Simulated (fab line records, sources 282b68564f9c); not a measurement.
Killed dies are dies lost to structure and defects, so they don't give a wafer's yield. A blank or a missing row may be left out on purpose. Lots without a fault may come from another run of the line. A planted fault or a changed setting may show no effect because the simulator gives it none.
Tool commonality check | flow rit_cmos | 14 lots, 42 wafers sampled

WHY IT WAS OPENED
At RIT_NSD_TW_MEAS_10 the reading NSD_TW is flagged on 2 of 14 lots. Wafers without a fault read 3135, standard deviation 34.
Rule: a lot is flagged when every wafer of it that has a number lies more than 4 standard deviations from that mean, or none has a number. The other lots count as sound.

lot  | measured    | on            | NSD_TW, wafer by wafer | flag
L246 | day 3 16:12 | film_metro-03 | 3172 3176 3176         |
L248 | day 3 21:53 | film_metro-01 | 3089 3107 3096         |
L247 | day 3 22:15 | film_metro-03 | 3147 3168 3174         |
L249 | day 4 03:52 | film_metro-03 | 3157 3156 3153         |
L250 | day 4 07:14 | film_metro-03 | 3145 3152 3142         |
L251 | day 4 14:41 | film_metro-03 | 3153 3159 3163         |
L252 | day 4 16:55 | film_metro-03 | 3168 3168 3163         |
L254 | day 4 20:08 | film_metro-03 | 3144 3136 3158         |
L257 | day 5 13:05 | film_metro-04 | 1654 1660 1664         | FLAGGED
L258 | day 5 15:43 | film_metro-01 | 3073 3083 3075         |
L260 | day 5 23:20 | film_metro-04 | 1657 1648 1641         | FLAGGED
L266 | day 7 07:09 | film_metro-04 | 3114 3112 3107         |
L267 | day 7 13:43 | film_metro-01 | 3060 3082 3083         |
L268 | day 7 19:03 | film_metro-03 | 3172 3161 3169         |
The numbers of the flagged lots are 1654 on average: -1481 against the usual, or -44 standard deviations.

WHICH TOOL RAN EACH LOT
The record holds 1 process step before the reading, out of a route of 202 steps. In each cell: the tool, then ch and the chambers that the sampled wafers went through, then the start.
lot  | flag    | RIT_NSD_IMPLANT_08
L246 |         | implanter-02 ch 0, day 3 15:54
L248 |         | implanter-02 ch 0, day 3 21:34
L247 |         | implanter-03 ch 0, day 3 21:56
L249 |         | implanter-03 ch 0, day 4 03:32
L250 |         | implanter-03 ch 0, day 4 06:55
L251 |         | implanter-01 ch 0, day 4 14:23
L252 |         | implanter-02 ch 0, day 4 16:36
L254 |         | implanter-03 ch 0, day 4 19:49
L257 | FLAGGED | implanter-03 ch 0, day 5 12:46
L258 |         | implanter-01 ch 0, day 5 15:24
L260 | FLAGGED | implanter-03 ch 0, day 5 23:01
L266 |         | implanter-01 ch 0, day 7 06:49
L267 |         | implanter-01 ch 0, day 7 13:26
L268 |         | implanter-02 ch 0, day 7 18:46
What these steps do:
- RIT_NSD_IMPLANT_08
- RIT_NSD_TW_MEAS_10

FLAGGED OVER TOTAL, TOOL BY TOOL (the gauges that took the reading come last)
step               | tool          | lots run | flagged | share of the flagged lots | sound lots run after its first flagged lot
RIT_NSD_IMPLANT_08 | implanter-01  | 4        | 0       | none                      | -
RIT_NSD_IMPLANT_08 | implanter-02  | 4        | 0       | none                      | -
RIT_NSD_IMPLANT_08 | implanter-03  | 6        | 2       | all                       | 0
RIT_NSD_TW_MEAS_10 | film_metro-01 | 3        | 0       | none                      | -
RIT_NSD_TW_MEAS_10 | film_metro-03 | 8        | 0       | none                      | -
RIT_NSD_TW_MEAS_10 | film_metro-04 | 3        | 2       | all                       | 1 (L266)

WHAT THE TABLE ALLOWS
2 rows of the table ran every flagged lot: implanter-03 at RIT_NSD_IMPLANT_08, film_metro-04 at RIT_NSD_TW_MEAS_10.
- implanter-03 at RIT_NSD_IMPLANT_08: 2 of its 6 lots flagged. Its last sound lot is L254 (day 4 19:49), its first flagged lot L257 (day 5 12:46): a fault that began between those two fits. Its own readings lie more than 4 standard deviations out on every wafer of the flagged lots: dose_ions_cm2, end_station_pressure_torr, faraday_current_uA.
- film_metro-04 at RIT_NSD_TW_MEAS_10: 2 of its 3 lots flagged. Sound lots ran on it after the first flagged one (L266), which a lasting fault on the whole tool wouldn't allow.
One tool is left: implanter-03 at RIT_NSD_IMPLANT_08.

WHAT THE SIMULATOR HAD PUT IN
Process parameter drift: implanter-03, from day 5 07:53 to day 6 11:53, at RIT_NSD_IMPLANT_08. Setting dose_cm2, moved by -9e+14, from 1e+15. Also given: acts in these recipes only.
Lots struck among those shown: L257, L260. The rule above found the same.
